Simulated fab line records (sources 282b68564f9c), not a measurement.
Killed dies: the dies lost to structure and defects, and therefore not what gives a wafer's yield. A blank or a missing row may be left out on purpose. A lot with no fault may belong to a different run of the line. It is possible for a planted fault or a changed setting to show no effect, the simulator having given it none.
fab line records	flow rit_cmos
[record] lots = 6	wafers = 18	last_day = 7
route steps=202 shown CONTACT@180 M1@184
lots with no fault: from the same line, run without faults
start_h: start of the lot's first displayed wafer, in hours after the record's first day	wait_h: time in hours since the lot's previous step	" the same as in the row above	L1.1+2: one row covering several wafers at once	- value missing, or start not given	* or withheld: withheld	< > ~ a bound
route shown NAME@n: NAME is a module with steps in the file, n the number in the route of the first one	usual: mean and standard deviation over wafers with no fault	same: alike in all rows	chamber/n: place in a boat	sites: per-site readings	_std_site: standard deviation of those values	_edge_site: the outer-site mean with the inner-site mean subtracted	radius_mm: how far each site lies from the wafer's centre	mask NAME#n: copy n	behind: the tool/chamber that last shaped the wafer	hold: why the lot went on hold/how many hours it stayed there/how the hold came to an end	device: whichever transistor did not switch (one of n, p or np)	end of line: tests of these same wafers at the route's end	step lacking rows: just its recipe	killed: at the first sort, the dies lost to defects and structure; wafer yield is something else	map: shows each die of a wafer: x if killed, . if not, _ if none is there
set.NAME: setting as actually run; set.NAME@STEP: the setting as run at that earlier step	model.NAME: the simulator's own value behind a step, which no gauge read
lots at some steps of the route; a table a step, a row a wafer
services: when a tool's chamber went out of use (start_h, in hours from the record's first day, below 0 if earlier), for how many hours, and the reason
[[steps]]
[step RIT_CONTACT_STRIP_12]
[recipe] chemistry = O2	time_s = 180	resist = NOVOLAK	platen_temp_c = withheld	power_w = 500	pressure_mtorr = 4000	o2_flow_sccm = 4000
[usual] drypump_motor_current_A = 5.8/0.34	o2_flow_sccm = 4003/12
lot.wafer	tool	chamber	start_h	wait_h	drypump_motor_current_A	o2_flow_sccm	rf_hours_counter_h
L721.2	plasma_asher-01	1	52.79	0.1	5.9	4035	40
L721.3	"	1	"	"	5.9	4012	-
L721.6	"	0	"	"	5.6	4012	-
L734.2	plasma_asher-01	0	128.89	0.1	5.6	4013	48
L734.3	"	1	"	"	5.9	4018	-
L734.6	"	1	"	"	5.9	3992	-
L736.1	plasma_asher-03	1	137.70	0.1	6.1	3981	51
L736.2	"	0	"	"	5.2	4000	51
L736.6	"	0	"	"	5.2	4002	-
L737.2	plasma_asher-04	0	137.86	0.1	5.9	4015	2
L737.4	"	0	"	"	5.9	4013	-
L737.6	"	0	"	"	5.9	4019	-
L738.1	plasma_asher-04	0	143.99	0.1	5.9	4020	2
L738.3	"	1	"	"	6.3	4006	-
L738.5	"	1	"	"	6.3	4007	-
L744.1	plasma_asher-01	1	168.03	0.1	5.9	4014	54
L744.3	"	0	"	"	5.5	4003	-
L744.4	"	1	"	"	5.8	3997	-
[step RIT_CONTACT_CD_MEAS_90]
[recipe] target_cd_nm = 1000
[usual] cd_nm = 1000.3/2.2
lot.wafer	tool	chamber	start_h	wait_h	cd_nm
L721.2	cd_sem-01	-	52.99	0.1	997.8
L721.3	"	-	"	"	999.3
L721.6	"	-	"	"	997.3
L734.2	cd_sem-01	-	129.09	0.1	1004.6
L734.3	"	-	"	"	1004.7
L734.6	"	-	"	"	1002.6
L736.1	cd_sem-01	-	137.88	0.1	998.3
L736.2	"	-	"	"	997.8
L736.6	"	-	"	"	997.3
L737.2	cd_sem-02	-	138.05	0.1	1002.7
L737.4	"	-	"	"	1003.8
L737.6	"	-	"	"	1001.8
L738.1	cd_sem-02	-	144.16	0.1	999.9
L738.3	"	-	"	"	999.8
L738.5	"	-	"	"	998.4
L744.1	cd_sem-01	-	168.21	0.1	996.5
L744.3	"	-	"	"	996.7
L744.4	"	-	"	"	997.7
[step RIT_CONTACT_CLEAN_13]
[recipe] chemistry = SC1	mix = 3:3:50	time_s = 600	temp_c = 75
[step RIT_CONTACT_CLEAN_14]
[recipe] chemistry = SC2	mix = 3:3:50	time_s = 600	temp_c = 75	dry = n2_spin
[step RIT_M1_SPUTTER_00]
[recipe] material = Al	target_thk_nm = 400	power_w = 2000	chamber_pressure_pa = 0.4	gas = Ar	time_s = 500	substrate_temp_c = 25
[usual] throttle_valve_pct = 30.0/1.5
lot.wafer	tool	chamber	start_h	wait_h	throttle_valve_pct
L721.2	pvd_sputter-01	-	53.44	0.0	29.2
L721.3	"	-	"	"	29.5
L721.6	"	-	"	"	29.7
L734.2	pvd_sputter-04	-	129.54	0.0	29.7
L734.3	"	-	"	"	28.2
L734.6	"	-	"	"	29.8
L736.1	pvd_sputter-04	-	138.35	0.0	29.8
L736.2	"	-	"	"	31.8
L736.6	"	-	"	"	28.7
L737.2	pvd_sputter-03	-	138.52	0.0	27.3
L737.4	"	-	"	"	31.2
L737.6	"	-	"	"	27.4
L738.1	pvd_sputter-04	-	144.63	0.0	29.9
L738.3	"	-	"	"	29.6
L738.5	"	-	"	"	29.7
L744.1	pvd_sputter-04	-	168.68	0.0	29.7
L744.3	"	-	"	"	30.1
L744.4	"	-	"	"	31.7
[step RIT_M1_RS_MEAS_01]
[recipe] thk_meas_gauge = four-point-probe	reads = Al_of_M1_SPUTTER_00
[usual] M1_AL_RS = 0.0735/0.0008
lot.wafer	tool	chamber	start_h	wait_h	M1_AL_RS[ohm/sq]
L721.2	film_metro-03	-	53.75	0.2	0.0736
L721.3	"	-	"	"	0.0729
L721.6	"	-	"	"	0.0734
L734.2	film_metro-03	-	129.85	0.2	0.0724
L734.3	"	-	"	"	0.0721
L734.6	"	-	"	"	0.0727
L736.1	film_metro-03	-	138.64	0.1	0.0724
L736.2	"	-	"	"	0.0738
L736.6	"	-	"	"	0.0726
L737.2	film_metro-04	-	138.83	0.2	0.0720
L737.4	"	-	"	"	0.0731
L737.6	"	-	"	"	0.0730
L738.1	film_metro-03	-	144.93	0.1	0.0730
L738.3	"	-	"	"	0.0741
L738.5	"	-	"	"	0.0739
L744.1	film_metro-03	-	168.97	0.1	0.0741
L744.3	"	-	"	"	0.0738
L744.4	"	-	"	"	0.0742
[step RIT_M1_THK_MEAS_02]
[recipe] thk_meas_gauge = xrf	reads = Al_of_M1_SPUTTER_00
[usual] M1_AL_THK = 399/4.6
lot.wafer	tool	chamber	start_h	wait_h	M1_AL_THK[nm]
L721.2	film_metro-03	-	53.86	0.1	398
L721.3	"	-	"	"	403
L721.6	"	-	"	"	398
L734.2	film_metro-03	-	129.96	0.1	407
L734.3	"	-	"	"	407
L734.6	"	-	"	"	406
L736.1	film_metro-03	-	138.76	0.1	407
L736.2	"	-	"	"	399
L736.6	"	-	"	"	405
L737.2	film_metro-04	-	138.94	0.1	406
L737.4	"	-	"	"	401
L737.6	"	-	"	"	401
L738.1	film_metro-03	-	145.05	0.1	404
L738.3	"	-	"	"	398
L738.5	"	-	"	"	394
L744.1	film_metro-03	-	169.09	0.1	397
L744.3	"	-	"	"	398
L744.4	"	-	"	"	394
[step RIT_M1_HMDS_03]
[recipe] prime_time_s = 60	prime_temp_c = 140
[step RIT_M1_COAT_04]
[recipe] resist = NOVOLAK	spin_rpm = 2000	resist_thk_nm = 1300
[step RIT_M1_SOFTBAKE_05]
[recipe] resist = NOVOLAK	temp_c = 90	time_s = 60
[step RIT_M1_EXPOSE_06]
[recipe] mask_id = M12	na = 0.6	source_shape = conventional	sigma_outer = 0.5	target_cd_nm = 2600	dose_mj = 250
[step RIT_M1_PEB_07]
[recipe] resist = NOVOLAK	temp_c = withheld	time_s = withheld
[step RIT_M1_DEVELOP_08]
[recipe] resist = NOVOLAK	develop_time_s = 68	dev_temp_c = 23
[usual] developer_temp_C = 23.01/0.086
lot.wafer	tool	chamber	start_h	wait_h	developer_temp_C
L721.2	litho_track-02	0	54	-	23.07
L721.3	"	0	"	"	22.95
L721.6	"	0	"	"	22.97
L734.2	litho_track-04	0	130	-	23.10
L734.3	"	0	"	"	22.94
L734.6	"	0	"	"	23.12
L736.1	litho_track-04	0	139	-	22.33
L736.2	"	0	"	"	22.17
L736.6	"	0	"	"	22.15
L737.2	litho_track-04	0	140	-	22.34
L737.4	"	0	"	"	22.29
L737.6	"	0	"	"	22.18
L738.1	litho_track-01	0	145	-	23.09
L738.3	"	0	"	"	23.10
L738.5	"	0	"	"	22.92
L744.1	litho_track-02	0	170	-	23.00
L744.3	"	0	"	"	22.94
L744.4	"	0	"	"	23.02
[step RIT_M1_CD_MEAS_09]
[recipe] target_cd_nm = 2600
[usual] cd_nm = 2599.1/2.1
lot.wafer	tool	chamber	start_h	wait_h	cd_nm
L721.2	cd_sem-01	-	54.94	-	2599.8
L721.3	"	-	"	"	2601.5
L721.6	"	-	"	"	2601.2
L734.2	cd_sem-01	-	131.04	-	2602.4
L734.3	"	-	"	"	2601.3
L734.6	"	-	"	"	2602.7
L736.1	cd_sem-02	-	139.89	-	2598.7
L736.2	"	-	"	"	2597.6
L736.6	"	-	"	"	2600.1
L737.2	cd_sem-02	-	140.25	-	2596.6
L737.4	"	-	"	"	2593.6
L737.6	"	-	"	"	2596.5
L738.1	cd_sem-02	-	145.99	-	2598.9
L738.3	"	-	"	"	2599.7
L738.5	"	-	"	"	2600.1
L744.1	cd_sem-02	-	170.28	-	2597.5
L744.3	"	-	"	"	2598.3
L744.4	"	-	"	"	2598.2
[step RIT_M1_PROBE_99]
[usual] defect_limited_yield = 97.5/1.2	killed_at_front_end = 7/3	killed_dies = 7/3.1	killed_open = 3.3/2.1	killed_short = 3.3/2	sort_bin_3_pad_short = 0.1/0.22	sort_bin_5_function = 1.4/0.8	sort_bin_6_memory = 1.0/0.65	sort_n_pass = 257/3.1	sort_yield_pct = 97.5/1.2
[same] gross_dies = 264	killed_at_M0_to_M3 = 0	killed_at_M4_up = 0	killed_at_back_side = 0	killed_at_contacts = 0	killed_at_other = 0
lot.wafer	tool	chamber	start_h	wait_h	defect_limited_yield[%]	killed_at_front_end	killed_dies	killed_open	killed_short	sort_bin_3_pad_short[%]	sort_bin_5_function[%]	sort_bin_6_memory[%]	sort_n_pass	sort_yield_pct[%]
L721.2	prober-02	-	58.72	0.1	95.8	11	11	6	5	0.4	2.7	1.1	253	95.8
L721.3	prober-02	-	58.77	0.2	97.3	7	7	5	2	0	1.9	0.8	257	97.3
L721.6	prober-02	-	58.92	0.2	94.7	14	14	6	8	0	3.4	1.9	250	94.7
L734.2	prober-01	-	134.02	0.1	98.1	5	5	3	2	0	1.5	0.4	259	98.1
L734.3	prober-01	-	134.07	0.2	96.6	9	9	2	7	0.4	1.1	1.9	255	96.6
L734.6	prober-01	-	134.22	0.2	97.7	6	6	5	1	0	1.1	1.1	258	97.7
L736.1	prober-01	-	143.67	0.1	97.7	6	6	4	2	0	1.5	0.8	258	97.7
L736.2	prober-01	-	143.72	0.1	97.7	6	6	3	3	0	1.1	1.1	258	97.7
L736.6	prober-01	-	143.92	0.2	99.6	1	1	1	0	0	0.4	0	263	99.6
L737.2	prober-02	-	143.72	0.1	98.9	3	3	2	1	0	0.4	0.8	261	98.9
L737.4	prober-02	-	143.82	0.2	98.1	5	5	3	2	0	0.8	1.1	259	98.1
L737.6	prober-02	-	143.92	0.2	96.2	10	10	7	3	0	1.9	1.9	254	96.2
L738.1	prober-01	-	148.64	0.1	98.9	3	3	2	1	0.4	0.8	0	261	98.9
L738.3	prober-01	-	148.74	0.2	98.5	4	4	2	2	0	1.1	0.4	260	98.5
L738.5	prober-01	-	148.84	0.2	97.7	6	6	4	2	0	1.9	0.4	258	97.7
L744.1	prober-01	-	172.94	0.1	98.1	5	5	1	4	0.4	1.5	0	259	98.1
L744.3	prober-01	-	173.04	0.2	97.3	7	7	4	3	0	1.5	1.1	257	97.3
L744.4	prober-01	-	173.09	0.2	97.0	8	8	5	3	0.4	1.1	1.5	256	97.0
// killed by level:class
L721.2 GATE:geometric_particle:open=4 GATE:geometric_particle:short=3 FOX1:geometric_particle:short=1 REOX:geometric_particle:short=1 REOX:geometric_particle:open=1 SPACER:geometric_particle:open=1
L721.3 GATE:geometric_particle:open=4 GATE:geometric_particle:short=2 REOX:geometric_particle:open=1
L721.6 GATE:geometric_particle:open=5 GATE:geometric_particle:short=4 SPACER:geometric_particle:short=3 SILICIDE:geometric_particle:short=1 SILICIDE:geometric_particle:open=1
L734.2 FOX1:geometric_particle:short=1 FOX2:geometric_particle:open=1 GATE:geometric_particle:short=1 GATE:geometric_particle:open=1 SPACER:geometric_particle:open=1
L734.3 GATE:geometric_particle:short=3 FOX2:geometric_particle:short=2 REOX:geometric_particle:open=2 FOX1:geometric_particle:short=1 SILICIDE:geometric_particle:short=1
L734.6 REOX:geometric_particle:open=3 FOX1:geometric_particle:open=1 FOX2:geometric_particle:short=1 FOX2:geometric_particle:open=1
L736.1 GATE:geometric_particle:short=2 GATE:geometric_particle:open=2 REOX:geometric_particle:open=1 SPACER:geometric_particle:open=1
L736.2 GATE:geometric_particle:open=2 SILICIDE:geometric_particle:short=2 GATE:geometric_particle:short=1 REOX:geometric_particle:open=1
L737.2 FOX1:geometric_particle:open=1 GATE:geometric_particle:short=1 SILICIDE:geometric_particle:open=1
L737.4 SILICIDE:geometric_particle:open=2 GATE:geometric_particle:open=1 GATE:geometric_particle:short=1 SILICIDE:geometric_particle:short=1
L736.6 GATE:geometric_particle:open=1
L737.6 REOX:geometric_particle:open=3 REOX:geometric_particle:short=2 FOX1:geometric_particle:open=1 FOX2:geometric_particle:open=1 GATE:geometric_particle:open=1 SILICIDE:geometric_particle:open=1 SILICIDE:geometric_particle:short=1
L738.1 FOX1:geometric_particle:open=1 SPACER:geometric_particle:open=1 SILICIDE:geometric_particle:short=1
L738.3 GATE:geometric_particle:open=2 REOX:geometric_particle:short=1 SILICIDE:geometric_particle:short=1
L738.5 SPACER:geometric_particle:open=2 FOX1:geometric_particle:open=1 FOX2:geometric_particle:short=1 GATE:geometric_particle:open=1 GATE:geometric_particle:short=1
L744.1 SILICIDE:geometric_particle:short=2 FOX1:geometric_particle:short=1 REOX:geometric_particle:open=1 SPACER:geometric_particle:short=1
L744.3 FOX1:geometric_particle:open=2 FOX1:geometric_particle:short=1 FOX2:geometric_particle:open=1 GATE:geometric_particle:short=1 REOX:geometric_particle:open=1 SPACER:geometric_particle:short=1
L744.4 GATE:geometric_particle:open=2 SPACER:geometric_particle:short=2 SILICIDE:geometric_particle:open=2 GATE:geometric_particle:short=1 REOX:geometric_particle:open=1
[[services]]
tool	chamber	start_h	hours	kind
pvd_sputter-01	-	37.12	2.3	repair
pvd_sputter-03	-	39.20	1.2	repair
pvd_sputter-04	-	44.38	14.5	repair
pvd_sputter-01	-	57.96	2.7	repair
pvd_sputter-01	-	59.34	0.9	repair
plasma_asher-04	-	71.89	1.8	repair
plasma_asher-03	-	86.78	4.0	pm
pvd_sputter-04	-	98.26	3.6	repair
plasma_asher-04	-	108.75	9.0	pm
plasma_asher-04	0	108.75	9.0	vent_cycle
plasma_asher-04	1	108.75	9.0	vent_cycle
plasma_asher-04	0	117.75	-	clean
plasma_asher-04	1	117.75	-	clean
plasma_asher-04	-	126.51	5.2	repair
plasma_asher-04	-	157.55	14.6	pm
[[key]]
[first_sign] step = RIT_M1_DEVELOP_08	reading = developer_temp_C	direction = down	sigmas = 8.9	usual = *	struck = *
effect none on later readings
met_at RIT_M1_DEVELOP_08
struck_wafers L736.1,L736.2,L736.6,L737.2,L737.4,L737.6
[fault] kind = process_parameter_drift	tool = litho_track-04	chamber = -	onset_h = 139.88	steps = RIT_M1_DEVELOP_08	channel = dev_temp_c	offset = *	shape = step	end_h = 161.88	acts_in = *	stated = *
